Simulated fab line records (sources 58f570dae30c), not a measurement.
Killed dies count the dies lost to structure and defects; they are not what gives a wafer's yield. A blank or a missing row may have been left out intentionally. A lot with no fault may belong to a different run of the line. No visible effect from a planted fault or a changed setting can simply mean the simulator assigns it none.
A sampling plan put to the test    flow berkeley_cmos170    one line in one fab, 17 faults in these records, each fault weighed on the records of the lots it struck
What counts as the plan is the set of the line's own looks, namely the steps on the route at which a gauge or an inspection reads a wafer and does not change it. Where struck wafers have a number at a look and the file lists that look's usual mean and standard deviation on fault-free wafers, the look can be judged. Caught: the struck wafers' mean, at a look after the fault's first step, is 4 or more of those standard deviations (sigma) away from the usual mean. On the tool: the identical test, applied to the tool's own readings at the steps of the fault. If the struck wafers alone have a blank record, or they carry another recipe, that too counts as caught.

== THE FAULTS, as the simulator had put them in ==
1. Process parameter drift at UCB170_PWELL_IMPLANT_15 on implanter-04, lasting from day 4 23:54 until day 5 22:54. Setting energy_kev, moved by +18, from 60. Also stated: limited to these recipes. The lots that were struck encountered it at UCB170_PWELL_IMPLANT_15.
2. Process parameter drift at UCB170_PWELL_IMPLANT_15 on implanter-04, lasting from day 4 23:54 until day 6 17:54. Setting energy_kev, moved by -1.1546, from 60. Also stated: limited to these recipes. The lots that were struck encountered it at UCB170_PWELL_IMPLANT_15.
3. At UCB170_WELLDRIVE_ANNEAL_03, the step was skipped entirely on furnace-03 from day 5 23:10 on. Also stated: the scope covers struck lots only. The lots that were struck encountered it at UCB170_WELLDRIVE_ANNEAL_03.
4. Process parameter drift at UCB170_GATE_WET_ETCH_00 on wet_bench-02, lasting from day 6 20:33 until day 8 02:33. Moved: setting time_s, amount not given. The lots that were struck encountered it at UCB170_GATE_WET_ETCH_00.
5. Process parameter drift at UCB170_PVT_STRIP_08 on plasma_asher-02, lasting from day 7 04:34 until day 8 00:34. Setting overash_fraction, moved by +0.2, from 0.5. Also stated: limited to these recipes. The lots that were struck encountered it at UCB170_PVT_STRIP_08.
6. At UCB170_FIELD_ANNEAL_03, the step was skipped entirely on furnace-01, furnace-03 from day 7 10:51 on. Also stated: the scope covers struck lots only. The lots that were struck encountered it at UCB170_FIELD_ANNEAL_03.
7. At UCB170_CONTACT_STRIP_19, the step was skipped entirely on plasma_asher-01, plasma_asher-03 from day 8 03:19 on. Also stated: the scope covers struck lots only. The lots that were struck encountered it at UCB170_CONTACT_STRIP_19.
8. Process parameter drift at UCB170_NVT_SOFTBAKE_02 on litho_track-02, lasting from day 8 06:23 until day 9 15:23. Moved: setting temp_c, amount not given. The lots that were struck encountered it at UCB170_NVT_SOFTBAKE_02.
9. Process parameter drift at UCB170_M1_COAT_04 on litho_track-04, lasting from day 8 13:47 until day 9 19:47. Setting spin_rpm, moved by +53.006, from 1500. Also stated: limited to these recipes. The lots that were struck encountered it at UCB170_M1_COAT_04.
10. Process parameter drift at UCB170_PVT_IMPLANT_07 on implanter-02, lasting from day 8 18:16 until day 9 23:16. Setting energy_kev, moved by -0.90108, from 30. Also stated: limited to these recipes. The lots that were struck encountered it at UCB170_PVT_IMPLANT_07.
11. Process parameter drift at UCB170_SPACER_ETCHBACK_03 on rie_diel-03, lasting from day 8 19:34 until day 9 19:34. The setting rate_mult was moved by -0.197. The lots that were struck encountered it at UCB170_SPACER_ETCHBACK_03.
12. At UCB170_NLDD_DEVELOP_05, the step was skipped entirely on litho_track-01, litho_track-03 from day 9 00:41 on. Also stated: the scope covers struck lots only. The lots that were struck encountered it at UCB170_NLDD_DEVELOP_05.
13. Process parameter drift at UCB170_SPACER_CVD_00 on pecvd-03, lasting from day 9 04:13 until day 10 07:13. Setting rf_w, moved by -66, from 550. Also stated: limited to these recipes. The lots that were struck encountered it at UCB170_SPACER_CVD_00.
14. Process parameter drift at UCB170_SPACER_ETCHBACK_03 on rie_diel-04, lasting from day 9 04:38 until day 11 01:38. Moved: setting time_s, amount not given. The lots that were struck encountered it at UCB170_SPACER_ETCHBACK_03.
15. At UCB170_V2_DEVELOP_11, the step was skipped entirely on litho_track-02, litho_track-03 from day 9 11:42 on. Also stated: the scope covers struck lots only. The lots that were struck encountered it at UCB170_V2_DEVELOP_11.
16. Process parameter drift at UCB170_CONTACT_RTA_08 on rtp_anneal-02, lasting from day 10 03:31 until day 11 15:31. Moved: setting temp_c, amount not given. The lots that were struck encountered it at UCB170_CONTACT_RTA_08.
17. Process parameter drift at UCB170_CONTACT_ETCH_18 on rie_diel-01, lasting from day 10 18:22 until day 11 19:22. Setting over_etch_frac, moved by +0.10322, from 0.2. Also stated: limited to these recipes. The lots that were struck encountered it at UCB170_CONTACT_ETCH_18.

== WHAT THE PLAN SAW ==
fault  on the tool itself                                first look that catches it                    reading, sigma  median hours from its first step to that look  hours from the fault's start to the first struck lot there  judged looks passed uncaught
1      beam_energy_keV +99 or beyond sigma               not the one look that can be judged after it  -               -                                              -                                                           1
2      beam_energy_keV -63 sigma                         no look after it can be judged                -               -                                              -                                                           0
3      the tool's record is blank for the struck wafers  no look after it can be judged                -               -                                              -                                                           0
4      run_length_s +31 sigma                            no look after it can be judged                -               -                                              -                                                           0
5      oes_product_au -13 sigma                          not the one look that can be judged after it  -               -                                              -                                                           1
6      the tool's record is blank for the struck wafers  no look after it can be judged                -               -                                              -                                                           0
7      the tool's record is blank for the struck wafers  no look after it can be judged                -               -                                              -                                                           0
8      heater_power_total_W -80 sigma                    not the one look that can be judged after it  -               -                                              -                                                           1
9      spin_speed_rpm +49 sigma                          no look after it can be judged                -               -                                              -                                                           0
10     beam_energy_keV -89 sigma                         not the one look that can be judged after it  -               -                                              -                                                           1
11     only faintly: oes_product_au -3.6 sigma           no look after it can be judged                -               -                                              -                                                           0
12     the tool's record is blank for the struck wafers  no look after it can be judged                -               -                                              -                                                           0
13     rf_fwd_power_W -34 sigma                          not the one look that can be judged after it  -               -                                              -                                                           1
14     run_length_s -84 sigma                            no look after it can be judged                -               -                                              -                                                           0
15     the tool's record is blank for the struck wafers  no look after it can be judged                -               -                                              -                                                           0
16     lamp_power_pct +11 sigma                          not the one look that can be judged after it  -               -                                              -                                                           1
17     only faintly: oes_product_au -3.7 sigma           no look after it can be judged                -               -                                              -                                                           0
Dash: fault not caught, or number not given in these records.

Caught at a look: 0 of 17. Caught on the tool: 15 of 17. By one or the other: 15 of 17.
Caught on the tool alone: faults 1, 2, 3, 4, 5, 6, 7, 8, 9, 10, 12, 13, 14, 15, 16.
Caught by neither: faults 11, 17.
